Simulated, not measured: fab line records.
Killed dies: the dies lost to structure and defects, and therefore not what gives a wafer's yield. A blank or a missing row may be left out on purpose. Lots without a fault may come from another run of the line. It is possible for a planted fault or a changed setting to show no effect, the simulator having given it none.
Which tool did it?    flow berkeley cmos170    route of 331 steps, sampled at 1 step: 7 lots, 21 wafers

WHAT EACH GAUGE READ, for each wafer
UCB170_PWELL_THK_MEAS_03.
lot   measured     on             PWELL_OXIDE_THK (nm)
L412  day 3 11:22  film metro-01  26.3 27.0 26.1
L415  day 4 03:59  film metro-04  26.2 26.3 25.8
L417  day 4 16:07  film metro-01  26.7 26.8 27.3
L421  day 5 03:23  film metro-04  27.1 27.4 26.9
L422  day 5 11:41  film metro-01  26.9 26.6 26.7
L429  day 7 04:39  film metro-01  26.7 27.2 27.0
L432  day 7 12:15  film metro-02  26.6 26.7 26.4

WHAT TOOL EACH LOT RAN ON (gives the tool, then ch and the chambers of the sampled wafers, and finally the start)
No process step before these readings appears in the record.

THE ANSWER, worked out from the rows above alone
Rule: what is usual is taken from the lots themselves. The widest of any qualifying gaps counts: lots, ordered by their means at a reading, are off when they make up no more than a third of the lots, leave a main group of 4 or more, and stand apart from it by 3 or more times the standard deviation of that group's means. If all means in a main group match to the digits the tables above print for the reading, that group is not used. Also off: a lot with no number at a reading for which 4 or more lots have one. All remaining lots with rows at the step are treated as sound.
No lot is off on any of the readings shown, so nothing can be concluded from this.

WHAT THE SIMULATOR HAD PUT IN
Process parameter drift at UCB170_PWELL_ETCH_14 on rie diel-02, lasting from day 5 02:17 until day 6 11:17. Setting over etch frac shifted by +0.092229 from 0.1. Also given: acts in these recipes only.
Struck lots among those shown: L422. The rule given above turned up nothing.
